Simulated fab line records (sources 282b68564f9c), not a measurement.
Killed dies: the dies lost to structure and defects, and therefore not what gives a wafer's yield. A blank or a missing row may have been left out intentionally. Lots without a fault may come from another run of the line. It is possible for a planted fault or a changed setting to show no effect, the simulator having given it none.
fab line records ; flow rit_cmos
record lots=14; wafers=42; last_day=7
route steps=202 shown PLDD@117 M1@202
lots with no fault: from the same line, run without faults
start_h: hours from the record's opening day to when the first of the lot's shown wafers began ; wait_h: hours since the lot's step before ; " the same as in the row above ; L1.1+2: a row that stands for several wafers ; - value missing, or start not given ; * or withheld: withheld ; < > ~ a bound
route shown NAME@n: a module of which the file shows steps, and the number in the route of the first ; usual: mean/standard deviation taken from wafers without a fault ; same: alike in all rows ; chamber/n: place in a boat ; sites: readings site by site ; _std_site: standard deviation across them ; _edge_site: inner sites' mean taken away from outer sites' mean ; radius_mm: how far each site lies from the wafer's centre ; mask NAME#n: copy n ; behind: the tool/chamber that last shaped the wafer ; hold: why the lot was held/for how many hours/how that ended ; device: the transistor (n, p or np) that didn't switch ; end of line: tests of these same wafers at the route's end ; for a step that has no rows: nothing shown but its recipe ; killed: not the wafer's yield, but the dies lost to structure and defects at the first sort ; map: the dies of a wafer, with x for killed, . for not killed, _ for no die there
set.NAME: the run value of the setting; set.NAME@STEP: its run value at that earlier step ; model.NAME: the simulator's own value behind a step, which no gauge read
steps of the route over a sample of lots; a table a step, a row a wafer
services: when a tool's chamber went out of use (start_h, in hours from the record's first day, below 0 if earlier), for how many hours, and the reason
## steps
# step RIT_PLDD_EXPOSE_03
# recipe mask_id=M8; na=0.57; target_cd_nm=40900; dose_mj=250
lot.wafer;tool;chamber;start_h;wait_h;mask
L302.2+3+6;iline_stepper-02;0;48.95;0.3;M8#0
L303.3+4+5;iline_stepper-02;0;54.22;0.1;M8#0
L306.1+3+5;iline_stepper-02;0;71.11;0.1;M8#0
L308.1+2+3;iline_stepper-01;0;77.34;0.2;M8#0
L309.1+4+6;iline_stepper-02;0;79.36;0.2;M8#0
L311.1+3+4;iline_stepper-01;0;91.82;0.2;M8#0
L312.3+5+6;iline_stepper-01;0;93.56;0.1;M8#0
L314.2+3+5;iline_stepper-02;0;103.85;0.2;M8#0
L316.1+2+3;iline_stepper-01;0;111.88;0.1;M8#0
L318.1+2+5;iline_stepper-01;0;123.39;0.2;M8#0
L320.1+3+6;iline_stepper-01;0;132.91;0.1;M8#0
L321.4+5+6;iline_stepper-02;0;137.53;0.2;M8#0
L322.1+3+6;iline_stepper-02;0;143.27;0.1;M8#0
L325.1+5+6;iline_stepper-01;0;157.21;0.1;M8#0
# step RIT_PLDD_OVL_MEAS_06
# usual PLDD_OVL=0.7/1.4
lot.wafer;tool;chamber;start_h;wait_h;hold;PLDD_OVL[nm]
L302.2;overlay-02;-;49.34;-;-;1.8
L302.3;overlay-02;-;49.34;-;-;2.8
L302.6;overlay-02;-;49.34;-;-;2.6
L303.3;overlay-01;-;54.72;-;-;0.7
L303.4;overlay-01;-;54.72;-;-;0.5
L303.5;overlay-01;-;54.72;-;-;2.1
L306.1;overlay-02;-;71.57;-;-;2.9
L306.3;overlay-02;-;71.57;-;-;1.8
L306.5;overlay-02;-;71.57;-;-;2.2
L308.1;overlay-02;-;77.93;-;-;1.9
L308.2;overlay-02;-;77.93;-;-;-0.2
L308.3;overlay-02;-;77.93;-;-;-0.1
L309.1;overlay-01;-;79.76;-;-;1.2
L309.4;overlay-01;-;79.76;-;-;0.5
L309.6;overlay-01;-;79.76;-;-;-0.4
L311.1;overlay-01;-;92.22;-;-;-1.4
L311.3;overlay-01;-;92.22;-;-;-0.8
L311.4;overlay-01;-;92.22;-;-;0.3
L312.3;overlay-01;-;93.93;-;-;3.9
L312.5;overlay-01;-;93.93;-;-;2.9
L312.6;overlay-01;-;93.93;-;-;2.7
L314.2;overlay-02;-;104.24;-;-;-0.7
L314.3;overlay-02;-;104.24;-;-;-0.5
L314.5;overlay-02;-;104.24;-;-;-1.4
L316.1;overlay-02;-;112.28;-;-;1.5
L316.2;overlay-02;-;112.28;-;-;0.0
L316.3;overlay-02;-;112.28;-;-;-0.8
L318.1;overlay-01;-;123.79;-;-;1.2
L318.2;overlay-01;-;123.79;-;-;0.0
L318.5;overlay-01;-;123.79;-;-;1.2
L320.1;overlay-02;-;133.31;-;-;-0.7
L320.3;overlay-02;-;133.31;-;-;2.4
L320.6;overlay-02;-;133.31;-;-;3.1
L321.4;overlay-01;-;137.89;-;await_dispo/0.2h/release;3185.5
L321.5;overlay-01;-;137.89;-;await_dispo/0.2h/release;3184.1
L321.6;overlay-01;-;137.89;-;await_dispo/0.2h/release;3185.2
L321.4;overlay-01;-;138.09;0.2;-;3183.0
L321.5;overlay-01;-;138.09;0.2;-;3182.0
L321.6;overlay-01;-;138.09;0.2;-;3182.8
L322.1;overlay-02;-;143.67;-;await_dispo/0.2h/release;3182.8
L322.3;overlay-02;-;143.67;-;await_dispo/0.2h/release;3182.8
L322.6;overlay-02;-;143.67;-;await_dispo/0.2h/release;3182.1
L322.1;overlay-02;-;143.88;0.2;-;3180.8
L322.3;overlay-02;-;143.88;0.2;-;3180.7
L322.6;overlay-02;-;143.88;0.2;-;3179.9
L325.1;overlay-02;-;157.61;-;-;0.6
L325.5;overlay-02;-;157.61;-;-;0.7
L325.6;overlay-02;-;157.61;-;-;-0.3
# step RIT_M1_PROBE_99
# usual defect_limited_yield=97.1/1.1; killed_at_M0_to_M3=0.0/0.14; killed_at_contacts=0.1/0.29; killed_at_front_end=7/3; killed_dies=8/3; killed_on_rim=2.0/1.5; killed_open=3.7/2; killed_short=3.8/2.1
# same gross_dies=264; killed_at_M4_up=0; killed_at_back_side=0; killed_at_other=0
lot.wafer;tool;chamber;start_h;wait_h;defect_limited_yield[%];killed_at_M0_to_M3;killed_at_contacts;killed_at_front_end;killed_dies;killed_on_rim;killed_open;killed_short
L302.2;prober-01;-;64.50;0.1;97.0;0;0;8;8;3;3;5
L302.3;prober-01;-;64.55;0.2;96.6;0;0;9;9;3;4;5
L302.6;prober-01;-;64.70;0.2;97.3;0;0;7;7;1;4;3
L303.3;prober-02;-;70.32;0.2;98.5;0;1;3;4;0;2;2
L303.4;prober-02;-;70.37;0.2;96.6;0;1;8;9;2;6;3
L303.5;prober-02;-;70.42;0.2;97.7;0;0;6;6;3;5;1
L306.1;prober-01;-;86.13;0.1;97.7;0;0;6;6;0;2;4
L306.3;prober-01;-;86.23;0.2;98.9;1;0;2;3;0;1;2
L306.5;prober-01;-;86.33;0.2;97.0;0;0;8;8;3;6;2
L308.1;prober-01;-;91.85;0.1;97.7;0;1;5;6;0;5;1
L308.2;prober-01;-;91.90;0.1;98.9;0;0;3;3;1;3;0
L308.3;prober-01;-;91.95;0.2;97.7;0;0;6;6;1;4;2
L309.1;prober-02;-;93.92;0.1;96.2;0;0;10;10;2;7;3
L309.4;prober-02;-;94.07;0.2;98.5;0;0;4;4;0;2;2
L309.6;prober-02;-;94.17;0.2;98.1;0;0;5;5;1;3;2
L311.1;prober-02;-;106.42;0.1;97.3;0;0;7;7;3;3;4
L311.3;prober-02;-;106.52;0.2;97.0;0;0;8;8;3;3;5
L311.4;prober-02;-;106.57;0.2;97.3;0;0;7;7;4;5;2
L312.3;prober-01;-;108.77;0.2;96.2;0;0;10;10;4;4;6
L312.5;prober-01;-;108.87;0.2;96.2;0;0;10;10;3;5;5
L312.6;prober-01;-;108.92;0.2;97.0;0;0;8;8;1;4;4
L314.2;prober-01;-;118.30;0.1;96.6;0;0;9;9;1;4;5
L314.3;prober-01;-;118.35;0.2;97.7;0;0;6;6;1;3;3
L314.5;prober-01;-;118.45;0.2;94.7;0;0;14;14;4;5;9
L316.1;prober-01;-;125.97;0.1;98.5;0;0;4;4;2;3;1
L316.2;prober-01;-;126.02;0.1;97.3;0;0;7;7;0;1;6
L316.3;prober-01;-;126.07;0.2;98.5;0;0;4;4;0;3;1
L318.1;prober-01;-;138.67;0.1;95.5;0;0;12;12;5;5;7
L318.2;prober-01;-;138.72;0.1;97.3;0;0;7;7;3;4;3
L318.5;prober-01;-;138.87;0.2;95.8;0;0;11;11;4;8;3
L320.1;prober-01;-;148.17;0.1;94.7;0;0;14;14;2;8;6
L320.3;prober-01;-;148.27;0.2;97.0;0;0;8;8;5;5;3
L320.6;prober-01;-;148.42;0.2;98.1;0;1;4;5;0;3;2
L325.1;prober-02;-;171.72;0.1;97.7;0;0;6;6;0;4;2
L325.5;prober-02;-;171.92;0.2;96.2;0;0;10;10;3;4;6
L325.6;prober-02;-;171.97;0.2;97.3;0;1;6;7;0;2;5
# killed by level:class
L302.2 REOX:geometric_particle:short=3 REOX:geometric_particle:open=2 FOX1:geometric_particle:short=1 GATE:geometric_particle:open=1 GATE:geometric_particle:short=1
L302.3 FOX1:geometric_particle:short=2 FOX1:geometric_particle:open=1 GATE:geometric_particle:open=1 GATE:geometric_particle:short=1 REOX:geometric_particle:open=1 SPACER:geometric_particle:short=1 SILICIDE:geometric_particle:open=1 SILICIDE:geometric_particle:short=1
L302.6 GATE:geometric_particle:open=3 FOX1:geometric_particle:short=2 FOX1:geometric_particle:open=1 GATE:geometric_particle:short=1
L303.3 FOX1:geometric_particle:open=1 SPACER:geometric_particle:short=1 SILICIDE:geometric_particle:open=1 CONTACT:geometric_particle:short=1
L303.4 SPACER:geometric_particle:open=3 GATE:geometric_particle:short=2 FOX1:geometric_particle:open=1 FOX2:geometric_particle:open=1 SPACER:geometric_particle:short=1 CONTACT:geometric_particle:open=1
L303.5 FOX1:geometric_particle:open=2 SPACER:geometric_particle:open=2 FOX2:geometric_particle:open=1 SILICIDE:geometric_particle:short=1
L306.1 SILICIDE:geometric_particle:short=2 FOX1:geometric_particle:short=1 GATE:geometric_particle:open=1 REOX:geometric_particle:open=1 SPACER:geometric_particle:short=1
L306.3 FOX1:geometric_particle:open=1 SPACER:geometric_particle:short=1 M1:geometric_particle:short=1
L306.5 FOX2:geometric_particle:open=2 GATE:geometric_particle:open=2 SPACER:geometric_particle:open=2 FOX1:geometric_particle:short=1 SPACER:geometric_particle:short=1
L308.1 REOX:geometric_particle:open=2 FOX1:geometric_particle:open=1 FOX2:geometric_particle:open=1 SILICIDE:geometric_particle:short=1 CONTACT:geometric_particle:open=1
L308.2 FOX2:geometric_particle:open=1 GATE:geometric_particle:open=1 SPACER:geometric_particle:open=1
L308.3 FOX2:geometric_particle:open=3 FOX1:geometric_particle:short=1 GATE:geometric_particle:open=1 REOX:geometric_particle:short=1
L309.1 FOX1:geometric_particle:open=2 REOX:geometric_particle:short=2 SILICIDE:geometric_particle:open=2 FOX1:geometric_particle:short=1 FOX2:geometric_particle:open=1 GATE:geometric_particle:open=1 SPACER:geometric_particle:open=1
L309.4 SPACER:geometric_particle:open=2 GATE:geometric_particle:short=1 REOX:geometric_particle:short=1
L309.6 FOX1:geometric_particle:short=1 GATE:geometric_particle:open=1 REOX:geometric_particle:open=1 SPACER:geometric_particle:short=1 SPACER:geometric_particle:open=1
L311.1 SPACER:geometric_particle:short=4 GATE:geometric_particle:open=2 SPACER:geometric_particle:open=1
L311.3 FOX2:geometric_particle:open=2 REOX:geometric_particle:short=2 FOX2:geometric_particle:short=1 GATE:geometric_particle:short=1 SPACER:geometric_particle:open=1 SPACER:geometric_particle:short=1
L311.4 GATE:geometric_particle:open=4 REOX:geometric_particle:short=1 SPACER:geometric_particle:open=1 SILICIDE:geometric_particle:short=1
L312.3 FOX1:geometric_particle:short=3 GATE:geometric_particle:short=3 GATE:geometric_particle:open=2 FOX1:geometric_particle:open=1 REOX:geometric_particle:open=1
L312.5 SILICIDE:geometric_particle:short=3 GATE:geometric_particle:open=2 SILICIDE:geometric_particle:open=2 FOX1:geometric_particle:short=1 FOX1:geometric_particle:open=1 REOX:geometric_particle:short=1
L312.6 GATE:geometric_particle:open=3 SILICIDE:geometric_particle:short=2 FOX1:geometric_particle:short=1 FOX1:geometric_particle:open=1 REOX:geometric_particle:short=1
L314.2 FOX2:geometric_particle:open=2 SPACER:geometric_particle:short=2 FOX1:geometric_particle:short=1 GATE:geometric_particle:open=1 GATE:geometric_particle:short=1 REOX:geometric_particle:short=1 SPACER:geometric_particle:open=1
L314.3 FOX1:geometric_particle:short=1 GATE:geometric_particle:open=1 REOX:geometric_particle:short=1 REOX:geometric_particle:open=1 SPACER:geometric_particle:short=1 SILICIDE:geometric_particle:open=1
L314.5 GATE:geometric_particle:short=4 REOX:geometric_particle:open=3 REOX:geometric_particle:short=2 SPACER:geometric_particle:open=2 SILICIDE:geometric_particle:short=2 FOX2:geometric_particle:short=1
L316.1 FOX1:geometric_particle:open=1 GATE:geometric_particle:open=1 REOX:geometric_particle:short=1 SILICIDE:geometric_particle:open=1
L316.2 FOX1:geometric_particle:short=2 SPACER:geometric_particle:short=2 FOX2:geometric_particle:short=1 GATE:geometric_particle:open=1 SILICIDE:geometric_particle:short=1
L316.3 GATE:geometric_particle:open=2 REOX:geometric_particle:short=1 REOX:geometric_particle:open=1
L318.1 GATE:geometric_particle:open=5 SPACER:geometric_particle:short=3 GATE:geometric_particle:short=2 REOX:geometric_particle:short=1 SILICIDE:geometric_particle:short=1
L318.2 GATE:geometric_particle:open=2 GATE:geometric_particle:short=2 FOX2:geometric_particle:open=1 REOX:geometric_particle:short=1 SILICIDE:geometric_particle:open=1
L318.5 GATE:geometric_particle:open=4 REOX:geometric_particle:short=2 FOX1:geometric_particle:open=1 REOX:geometric_particle:open=1 SPACER:geometric_particle:open=1 SPACER:geometric_particle:short=1 SILICIDE:geometric_particle:open=1
L320.1 GATE:geometric_particle:short=3 SPACER:geometric_particle:open=3 SILICIDE:geometric_particle:open=3 REOX:geometric_particle:short=2 FOX1:geometric_particle:open=1 REOX:geometric_particle:open=1 SPACER:geometric_particle:short=1
L320.3 GATE:geometric_particle:short=2 SPACER:geometric_particle:open=2 FOX2:geometric_particle:open=1 GATE:geometric_particle:open=1 REOX:geometric_particle:short=1 SILICIDE:geometric_particle:open=1
L320.6 CONTACT:geometric_particle:open=1 GATE:geometric_particle:open=1 GATE:geometric_particle:short=1 REOX:geometric_particle:short=1 SPACER:geometric_particle:open=1
L325.1 SILICIDE:geometric_particle:open=2 FOX1:geometric_particle:open=1 FOX2:geometric_particle:short=1 REOX:geometric_particle:short=1 SPACER:geometric_particle:open=1
L325.5 REOX:geometric_particle:short=3 GATE:geometric_particle:open=2 FOX1:geometric_particle:short=1 FOX2:geometric_particle:short=1 REOX:geometric_particle:open=1 SILICIDE:geometric_particle:open=1 SILICIDE:geometric_particle:short=1
L325.6 GATE:geometric_particle:short=2 FOX1:geometric_particle:short=1 GATE:geometric_particle:open=1 REOX:geometric_particle:short=1 SILICIDE:geometric_particle:open=1 CONTACT:geometric_particle:short=1
## services
tool;chamber;start_h;hours;kind
iline_stepper-02;0;48.47;-;calibration
iline_stepper-02;-;63.82;2.4;repair
iline_stepper-01;-;69.80;1.7;pm
iline_stepper-02;-;106.40;6.0;repair
iline_stepper-01;0;122.01;-;calibration
## key
first_sign step=RIT_PLDD_OVL_MEAS_06; reading=visit; direction=added
effect step=RIT_PLDD_OVL_MEAS_06; reading=PLDD_OVL; direction=up; sigmas=99+; usual=0.7; struck=3183.8
met_at RIT_PLDD_EXPOSE_03
struck_lots L321,L322
scrapped_behind RIT_PLDD_OVL_MEAS_06 L321.4,L321.5,L321.6,L322.1,L322.3,L322.6
onset_between 103.85 137.53
fault kind=scanner_matching_overlay; tool=iline_stepper-02; chamber=-; onset_h=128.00; steps=RIT_PLDD_EXPOSE_03; offset=3182.3
